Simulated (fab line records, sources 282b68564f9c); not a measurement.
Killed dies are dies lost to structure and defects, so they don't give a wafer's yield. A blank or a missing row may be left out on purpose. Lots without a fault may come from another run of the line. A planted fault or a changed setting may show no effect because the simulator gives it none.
Split-lot experiment | flow rit_cmos | 5 lots, 23 wafers read, on a route of 202 steps

THE SPLIT
At RIT_PWELL_IMPLANT_08, the setting energy_kev was moved away from the recipe's 170 on 4 of the 23 wafers read, by -2.1% to +3.6%. The other wafers ran this setting at the recipe's value.

The reading is taken at the split's own step.

THE READING
implant.drp_nm (the simulator's own value, which no gauge read), in nm, at RIT_PWELL_IMPLANT_08. The file gives no usual value for it.

wafer  | tool, chamber at the split | energy_kev as run | against the recipe | implant.drp_nm, nm | against lot-mates on the recipe
L075.1 | implanter-04, 0            | 170               | recipe             | 102.9              | -
L075.2 | implanter-04, 0            | 170               | recipe             | 102.9              | -
L075.3 | implanter-04, 0            | 170               | recipe             | 102.9              | -
L075.5 | implanter-04, 0            | 170               | recipe             | 102.9              | -
L075.6 | implanter-04, 0            | 170               | recipe             | 102.9              | -
L077.1 | implanter-01, 0            | 166.5             | -2.1%              | 102.2              | -0.7
L077.4 | implanter-01, 0            | 166.5             | -2.1%              | 102.2              | -0.7
L077.2 | implanter-01, 0            | 170               | recipe             | 102.9              | -
L077.3 | implanter-01, 0            | 170               | recipe             | 102.9              | -
L077.6 | implanter-01, 0            | 170               | recipe             | 102.9              | -
L079.1 | implanter-02, 0            | 170               | recipe             | 102.9              | -
L079.3 | implanter-02, 0            | 170               | recipe             | 102.9              | -
L079.5 | implanter-02, 0            | 170               | recipe             | 102.9              | -
L079.4 | implanter-02, 0            | 176.2             | +3.6%              | 103.9              | +1.0
L079.6 | implanter-02, 0            | 176.2             | +3.6%              | 103.9              | +1.0
L082.1 | implanter-01, 0            | 170               | recipe             | 102.9              | -
L082.2 | implanter-01, 0            | 170               | recipe             | 102.9              | -
L082.3 | implanter-01, 0            | 170               | recipe             | 102.9              | -
L082.5 | implanter-01, 0            | 170               | recipe             | 102.9              | -
L082.6 | implanter-01, 0            | 170               | recipe             | 102.9              | -
L083.3 | implanter-01, 0            | 170               | recipe             | 102.9              | -
L083.5 | implanter-01, 0            | 170               | recipe             | 102.9              | -
L083.6 | implanter-01, 0            | 170               | recipe             | 102.9              | -

THE FIT
A straight line over all 23 wafers: implant.drp_nm changes by +0.291 nm for each +1% of energy_kev; r = +1.00; the points scatter about the line by 0.033 nm.
The same after taking each lot's own level away (the mean of its wafers on the recipe; 23 wafers): +0.291 nm for each +1%; r = +1.00; scatter 0.033 nm.
On that fit, the largest move of energy_kev shifts the reading by 1.1 nm.
The lots' own levels span 102.90 to 102.90 nm.
So the lot-to-lot level changes the slope little: the two slopes agree.
Check: with one of the wafers moved furthest among these (+3.6%) left out of the fit, the line predicts +1.08 nm for it against its lot-mates. It came out at +1 nm against them.

OTHER SPLITS ON THESE WAFERS
These wafers also went through other splits before the reading. Each is held against what the fit with the lots' levels taken away leaves over:
other split on the same wafers  | wafers away from the commonest value | r with implant.drp_nm (lot level and that fit taken away)
RIT_ACTIVE_OXIDATION_01 temp_c  | 18                                   | -0.14
RIT_ACTIVE_COAT_06 spin_rpm     | 9                                    | -0.02
RIT_FOX1_OXIDATION_00 ox_time_s | 15                                   | +0.10
RIT_NWELL_COAT_01 spin_rpm      | 5                                    | -0.12
RIT_NWELL_IMPLANT_08 energy_kev | 9                                    | +0.29

THE FILE'S OWN FIT
implant.drp_nm changes by +0.288 nm for each +1% of energy_kev, r = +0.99.
